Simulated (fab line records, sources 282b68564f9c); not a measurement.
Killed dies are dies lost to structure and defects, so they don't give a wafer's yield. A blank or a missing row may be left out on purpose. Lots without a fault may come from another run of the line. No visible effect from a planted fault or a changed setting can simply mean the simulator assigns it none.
Comparing a struck lot with a sound one :: flow rit_cmos :: 22 out of 202 route steps
Sound: the wafers L721.2, L721.5, L721.6. The struck wafers were L725.2, L725.3, L725.6. The cause is named last.
Per side, at each step with rows, come the tool, then ch with its chambers, and then its first start. Under that, the readings that differ: sound wafers :: struck wafers :: difference of the means :: sigmas: that difference in standard deviations of wafers without a fault.
alike: readings with means less than 2 such deviations apart, plus words and numbers identical on both sides. not compared: withheld readings, readings lacking a value on some wafer, bounds such as >300 that could conceal the same value, and numbers that have no deviation in the record and whose values overlap.
A row with sigmas, a row that says differs or no value, or rows on one side alone: a step with any of these is where the two part. When numbers do not overlap yet have no deviation, they are printed without sigmas and do not part them. Lack of a reading on every wafer of one side parts them only where that side has two or more wafers.

first, 2 steps without rows for these wafers: RIT_NSD_HARDBAKE_07 (time 60 s); RIT_NSD_IMPLANT_08.
RIT_NSD_STRIP_09: strips in O2, time 180 s.
  sound on plasma_asher-02 ch 0,1, day 3 18:34; struck on plasma_asher-04 ch 0, day 4 10:44
  alike: drypump_motor_current_A, rf_refl_power_W
  not compared: rf_hours_counter_h
RIT_NSD_TW_MEAS_10:
  sound on film_metro-02 at day 3 18:46; struck on film_metro-02 at day 4 10:56
  alike: NSD_TW
then, 6 steps without rows for these wafers: RIT_PSD_HMDS_00 (prime time 60 s); RIT_PSD_COAT_01 (resist thk 1000 nm); RIT_PSD_SOFTBAKE_02 (time 60 s); RIT_PSD_EXPOSE_03 (exposes mask M10, target cd 40900 nm); RIT_PSD_PEB_04; RIT_PSD_DEVELOP_05 (develop time 50 s).
RIT_PSD_OVL_MEAS_06:
  sound on overlay-02 at day 3 19:40; struck on overlay-01 at day 4 11:50
  alike: PSD_OVL
then, 1 step without rows for these wafers: RIT_PSD_HARDBAKE_07 (time 60 s).
RIT_PSD_IMPLANT_08:
  sound on implanter-02 ch 0, day 3 19:52; struck on implanter-04 ch 0, day 4 12:19
reading: beam_energy_keV
sound: 27.013 27.007 26.989
struck: 32.927 32.927 32.928
difference: +5.924
sigmas: +99 or more

reading: model.implant.rp_nm (nm)
sound: 22.11 22.11 22.11
struck: 25.79 25.79 25.79
difference: +3.68
sigmas: 

reading: model.implant.drp_nm (nm)
sound: 12.05 12.05 12.05
struck: 13.85 13.85 13.85
difference: +1.80
sigmas: 
  alike: dose_ions_cm2
RIT_PSD_STRIP_09: strips in O2, time 180 s.
  sound on plasma_asher-03 ch 0,1, day 3 19:59; struck on plasma_asher-01 ch 1, day 4 12:26
  alike: drypump_motor_current_A, rf_refl_power_W
  not compared: rf_hours_counter_h
RIT_PSD_TW_MEAS_10:
  sound on film_metro-01 at day 3 20:11; struck on film_metro-01 at day 4 12:37
reading: PSD_TW
sound: 3410 3386 3406
struck: 3599 3583 3589
difference: +190
sigmas: +9
then, 3 steps without rows for these wafers: RIT_SDANNEAL_CLEAN_00 (cleans in SC1, time 600 s); RIT_SDANNEAL_CLEAN_01 (cleans in dHF, time 30 s); RIT_SDANNEAL_CLEAN_02 (cleans in SC2, time 600 s).
RIT_SDANNEAL_RTA_03: time 5 s.
  sound on rtp_anneal-01 ch 0, day 3 20:36; struck on rtp_anneal-01 ch 0, day 4 13:04
  alike: anneal_temp_c_max, chamber_o2_ppm, wafer_temp_C_max
RIT_SDANNEAL_RS_MEAS_04: a four-point-probe measurement.
  sound on film_metro-02 at day 3 20:40; struck on film_metro-04 at day 4 13:08
reading: PSD_RS (ohm/sq)
sound: 115.7 115.8 115.6
struck: 104.2 104.1 103.8
difference: -11.7
sigmas: -36
RIT_SDANNEAL_RS_MEAS_05: a four-point-probe measurement.
  sound on film_metro-02 at day 3 20:47; struck on film_metro-04 at day 4 13:16
  alike: NSD_RS
RIT_M1_PROBE_99:
  sound on prober-02 at day 4 04:05; struck on prober-02 at day 4 20:37
reading: model.etest.pmos_turned.r_on_ohm_um
sound: 3412 3415 3446
struck: 3184 3301 3195
difference: -198
sigmas: 

reading: model.etest.pmos_0p15.r_on_ohm_um
sound: 2776 2736 2769
struck: 2588 2661 2595
difference: -146
sigmas: 

reading: model.etest.nmos_0p15.r_on_ohm_um
sound: 1158 1186 1161
struck: 1111 1136 1138
difference: -40
sigmas: 

reading: model.etest.nmos_0p15.drive_ua_um
sound: 434.7 450.6 435.2
struck: 480.3 464.4 477.4
difference: +33.9
sigmas: 

reading: model.etest.pmos_0p15.drive_ua_um
sound: 254.4 259 252.1
struck: 274.4 264.1 277
difference: +16.7
sigmas: 

reading: model.etest.contact_pplus.end_ohm_um
sound: 44.66 43.6 43.48
struck: 39.04 40.2 38.89
difference: -4.54
sigmas: 
  alike: killed_at_contacts, killed_at_front_end, killed_dies, killed_open, killed_short
  not compared: model.etest.npoly_line.line_ohm_um, model.etest.ppoly_line.line_ohm_um

## WHERE THEY PART
Last at RIT_SDANNEAL_RS_MEAS_04 as far as this record goes, first at RIT_PSD_IMPLANT_08. Later steps at which nothing parts them and some readings are alike: RIT_SDANNEAL_RS_MEAS_05, RIT_M1_PROBE_99.

WHY: what the simulator had put in
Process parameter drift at RIT_PSD_IMPLANT_08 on implanter-04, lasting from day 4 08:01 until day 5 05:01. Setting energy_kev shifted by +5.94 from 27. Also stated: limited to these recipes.
